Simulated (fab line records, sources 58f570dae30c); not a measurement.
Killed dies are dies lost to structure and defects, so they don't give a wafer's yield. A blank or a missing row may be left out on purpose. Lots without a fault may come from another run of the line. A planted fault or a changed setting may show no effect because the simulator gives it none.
Split-lot experiment | flow berkeley_cmos170 | 5 lots, 23 wafers read, on a route of 331 steps

THE SPLIT
At UCB170_PWELL_ETCH_14 (etches Si3N4 in CH3F/Ar/O2, stops on SiO2, target depth 242 nm, time 151 s), the setting time_s was moved away from the recipe's 151 s on 7 of the 23 wafers read, by -10.7% to +5.3%. The other wafers ran this setting at the recipe's value.

The reading is taken at the split's own step.

THE READING
KrF_of_PWELL_COAT_08.thk_nm (the simulator's own value, which no gauge read), in nm, at UCB170_PWELL_ETCH_14 (etches Si3N4 in CH3F/Ar/O2, stops on SiO2, target depth 242 nm, time 151 s). The file gives no usual value for it. The 16 wafers here that ran the recipe average 724.0 nm, standard deviation 4.1 nm.

wafer  | tool, chamber at the split | time_s as run, s | against the recipe | KrF_of_PWELL_COAT_08.thk_nm, nm | against lot-mates on the recipe
L075.1 | rie_diel-01, 0             | 151              | recipe             | 728.9                           | -
L075.2 | rie_diel-01, 2             | 134.9            | -10.7%             | 745.4                           | +20.3
L075.4 | rie_diel-01, 1             | 151              | recipe             | 725.3                           | -
L075.5 | rie_diel-01, 1             | 151              | recipe             | 721.1                           | -
L075.6 | rie_diel-01, 2             | 134.9            | -10.7%             | 748.8                           | +23.7
L076.1 | rie_diel-01, 2             | 151              | recipe             | 729.4                           | -
L076.2 | rie_diel-01, 3             | 151              | recipe             | 718.1                           | -
L076.3 | rie_diel-01, 0             | 151              | recipe             | 728.6                           | -
L076.5 | rie_diel-01, 0             | 151              | recipe             | 724.2                           | -
L076.6 | rie_diel-01, 3             | 151              | recipe             | 721.4                           | -
L080.1 | rie_diel-03, 1             | 151              | recipe             | 724                             | -
L080.5 | rie_diel-03, 0             | 151              | recipe             | 730.6                           | -
L080.6 | rie_diel-03, 3             | 151              | recipe             | 722.8                           | -
L079.1 | rie_diel-02, 1             | 151              | recipe             | 714.4                           | -
L079.2 | rie_diel-02, 3             | 151              | recipe             | 724.5                           | -
L079.3 | rie_diel-02, 2             | 151              | recipe             | 721.6                           | -
L079.5 | rie_diel-02, 0             | 141.6            | -6.2%              | 729.7                           | +9.5
L079.6 | rie_diel-02, 1             | 141.6            | -6.2%              | 728.1                           | +7.9
L084.1 | rie_diel-01, 0             | 159              | +5.3%              | 718.6                           | -6.0
L084.2 | rie_diel-01, 2             | 151              | recipe             | 725.4                           | -
L084.3 | rie_diel-01, 3             | 159              | +5.3%              | 710.4                           | -14.2
L084.4 | rie_diel-01, 1             | 151              | recipe             | 723.9                           | -
L084.6 | rie_diel-01, 2             | 159              | +5.3%              | 714.9                           | -9.8

THE FIT
A straight line over all 23 wafers: KrF_of_PWELL_COAT_08.thk_nm changes by -1.81 nm for each +1% of time_s; r = -0.86; the points scatter about the line by 4.5 nm.
The same after taking each lot's own level away (the mean of its wafers on the recipe; 23 wafers): -1.9 nm for each +1%; r = -0.91; scatter 3.6 nm.
On that fit, the largest move of time_s shifts the reading by 20 nm.
The lots' own levels span 720.17 to 725.80 nm, that is 1.4 times the standard deviation above.
So the lot-to-lot level changes the slope little: the two slopes agree.
Check: with one of the wafers moved furthest among these (-10.7%) left out of the fit, the line predicts +20.1 nm for it against its lot-mates. It came out at +20.3 nm against them.

OTHER SPLITS ON THESE WAFERS
These wafers also went through other splits before the reading. Each is held against what the fit with the lots' levels taken away leaves over:
other split on the same wafers      | wafers away from the commonest value | r with KrF_of_PWELL_COAT_08.thk_nm (lot level and that fit taken away)
UCB170_NWELL_OXIDATION_01 ox_time_s | 18                                   | +0.03
UCB170_PWELL_OXIDATION_02 ox_time_s | 10                                   | +0.03

THE WHOLE CHAIN: every reading that the file lists as answering this split, in the file's order
step                  | what it does                                                               | reading                                                                      | change (the file's fit)              | r (the file's)
UCB170_PWELL_ETCH_14  | etches Si3N4 in CH3F/Ar/O2, stops on SiO2, target depth 242 nm, time 151 s | KrF_of_PWELL_COAT_08.thk_nm (the simulator's own value, which no gauge read) | -1.9 nm for each +1% of the setting  | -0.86
UCB170_PWELL_STRIP_16 | strips in O2                                                               | strip_time_to_endpoint_s                                                     | withheld for each +1% of the setting | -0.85

THE FILE'S OWN FIT
KrF_of_PWELL_COAT_08.thk_nm changes by -1.9 nm for each +1% of time_s, r = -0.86.
